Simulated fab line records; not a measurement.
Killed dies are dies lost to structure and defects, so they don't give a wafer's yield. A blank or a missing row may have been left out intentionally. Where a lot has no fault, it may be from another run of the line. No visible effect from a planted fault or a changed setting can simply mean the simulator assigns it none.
Split-lot trial || flow ritCmos || route with 202 steps; 5 lots, 23 wafers read

## THE SPLIT
At RIT_GATE_CVD_08 (deposits poly-Si from SiH4, target thk 250 nm, time 2220 s), the setting sih4FlowSccm was moved away from the recipe's 100 sccm on 10 of the 23 wafers read, by -4.1% to +14.7%. The other wafers ran this setting at the recipe's value.

No step appears in the file between the split and the reading.

## THE READING
At RIT_GATE_THK_MEAS_09: GATE_POLY_THK, given in nm. Typical for fault-free wafers on this fab line: 250.4 nm, with standard deviation 2.5 nm.

{"wafer": "L074.1", "tool, chamber at the split": "-, -", "sih4FlowSccm as run, sccm": 100, "against the recipe": "recipe", "GATE_POLY_THK, nm": 255.4, "against lot-mates on the recipe": "-"}
{"wafer": "L074.2", "tool, chamber at the split": "-, -", "sih4FlowSccm as run, sccm": 100, "against the recipe": "recipe", "GATE_POLY_THK, nm": 252.8, "against lot-mates on the recipe": "-"}
{"wafer": "L074.3", "tool, chamber at the split": "-, -", "sih4FlowSccm as run, sccm": 100, "against the recipe": "recipe", "GATE_POLY_THK, nm": 254.3, "against lot-mates on the recipe": "-"}
{"wafer": "L074.4", "tool, chamber at the split": "-, -", "sih4FlowSccm as run, sccm": 100, "against the recipe": "recipe", "GATE_POLY_THK, nm": 254.3, "against lot-mates on the recipe": "-"}
{"wafer": "L074.5", "tool, chamber at the split": "-, -", "sih4FlowSccm as run, sccm": 100, "against the recipe": "recipe", "GATE_POLY_THK, nm": 254.7, "against lot-mates on the recipe": "-"}
{"wafer": "L075.1", "tool, chamber at the split": "-, -", "sih4FlowSccm as run, sccm": 95.88, "against the recipe": "-4.1%", "GATE_POLY_THK, nm": 242.5, "against lot-mates on the recipe": "no lot-mate on the recipe"}
{"wafer": "L075.2", "tool, chamber at the split": "-, -", "sih4FlowSccm as run, sccm": 95.88, "against the recipe": "-4.1%", "GATE_POLY_THK, nm": 239.3, "against lot-mates on the recipe": "no lot-mate on the recipe"}
{"wafer": "L075.3", "tool, chamber at the split": "-, -", "sih4FlowSccm as run, sccm": 95.88, "against the recipe": "-4.1%", "GATE_POLY_THK, nm": 240.5, "against lot-mates on the recipe": "no lot-mate on the recipe"}
{"wafer": "L075.5", "tool, chamber at the split": "-, -", "sih4FlowSccm as run, sccm": 95.88, "against the recipe": "-4.1%", "GATE_POLY_THK, nm": 239.5, "against lot-mates on the recipe": "no lot-mate on the recipe"}
{"wafer": "L075.6", "tool, chamber at the split": "-, -", "sih4FlowSccm as run, sccm": 95.88, "against the recipe": "-4.1%", "GATE_POLY_THK, nm": 240.7, "against lot-mates on the recipe": "no lot-mate on the recipe"}
{"wafer": "L076.1", "tool, chamber at the split": "lpcvd-01, 1", "sih4FlowSccm as run, sccm": 100, "against the recipe": "recipe", "GATE_POLY_THK, nm": 250.8, "against lot-mates on the recipe": "-"}
{"wafer": "L076.2", "tool, chamber at the split": "lpcvd-01, 1", "sih4FlowSccm as run, sccm": 100, "against the recipe": "recipe", "GATE_POLY_THK, nm": 250.4, "against lot-mates on the recipe": "-"}
{"wafer": "L076.6", "tool, chamber at the split": "lpcvd-01, 1", "sih4FlowSccm as run, sccm": 100, "against the recipe": "recipe", "GATE_POLY_THK, nm": 249.2, "against lot-mates on the recipe": "-"}
{"wafer": "L078.1", "tool, chamber at the split": "-, -", "sih4FlowSccm as run, sccm": 100, "against the recipe": "recipe", "GATE_POLY_THK, nm": 252.1, "against lot-mates on the recipe": "-"}
{"wafer": "L078.2", "tool, chamber at the split": "-, -", "sih4FlowSccm as run, sccm": 100, "against the recipe": "recipe", "GATE_POLY_THK, nm": 251.1, "against lot-mates on the recipe": "-"}
{"wafer": "L078.4", "tool, chamber at the split": "-, -", "sih4FlowSccm as run, sccm": 100, "against the recipe": "recipe", "GATE_POLY_THK, nm": 250.5, "against lot-mates on the recipe": "-"}
{"wafer": "L078.5", "tool, chamber at the split": "-, -", "sih4FlowSccm as run, sccm": 100, "against the recipe": "recipe", "GATE_POLY_THK, nm": 251.4, "against lot-mates on the recipe": "-"}
{"wafer": "L078.6", "tool, chamber at the split": "-, -", "sih4FlowSccm as run, sccm": 100, "against the recipe": "recipe", "GATE_POLY_THK, nm": 249.3, "against lot-mates on the recipe": "-"}
{"wafer": "L085.2", "tool, chamber at the split": "-, -", "sih4FlowSccm as run, sccm": 114.7, "against the recipe": "+14.7%", "GATE_POLY_THK, nm": 286.2, "against lot-mates on the recipe": "no lot-mate on the recipe"}
{"wafer": "L085.3", "tool, chamber at the split": "-, -", "sih4FlowSccm as run, sccm": 114.7, "against the recipe": "+14.7%", "GATE_POLY_THK, nm": 285.4, "against lot-mates on the recipe": "no lot-mate on the recipe"}
{"wafer": "L085.4", "tool, chamber at the split": "-, -", "sih4FlowSccm as run, sccm": 114.7, "against the recipe": "+14.7%", "GATE_POLY_THK, nm": 287.9, "against lot-mates on the recipe": "no lot-mate on the recipe"}
{"wafer": "L085.5", "tool, chamber at the split": "-, -", "sih4FlowSccm as run, sccm": 114.7, "against the recipe": "+14.7%", "GATE_POLY_THK, nm": 287.6, "against lot-mates on the recipe": "no lot-mate on the recipe"}
{"wafer": "L085.6", "tool, chamber at the split": "-, -", "sih4FlowSccm as run, sccm": 114.7, "against the recipe": "+14.7%", "GATE_POLY_THK, nm": 288.3, "against lot-mates on the recipe": "no lot-mate on the recipe"}

FIT RESULTS
A straight line over all 23 wafers: GATE_POLY_THK changes by +2.44 nm for each +1% of sih4FlowSccm; r = +0.99; the points scatter about the line by 1.9 nm.
Too few moved wafers with a lot-mate on the recipe to fit a line net of each lot's own level.

## THE WHOLE CHAIN: every reading that the file lists as answering this split, in the file's order
{"step": "RIT_GATE_CVD_08", "what it does": "deposits poly-Si from SiH4, target thk 250 nm, time 2220 s", "reading": "poly-Si_of_GATE_CVD_08.thkNm (the simulator's own value, which no gauge read)", "change (the file's fit)": "+2.43 nm for each +1% of the setting", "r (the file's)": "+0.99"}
{"step": "RIT_GATE_THK_MEAS_09", "what it does": "", "reading": "GATE_POLY_THK", "change (the file's fit)": "+2.44 for each +1% of the setting", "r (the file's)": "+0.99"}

## THE FILE'S OWN FIT
GATE_POLY_THK changes by +2.44 nm for each +1% of sih4FlowSccm, r = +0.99.
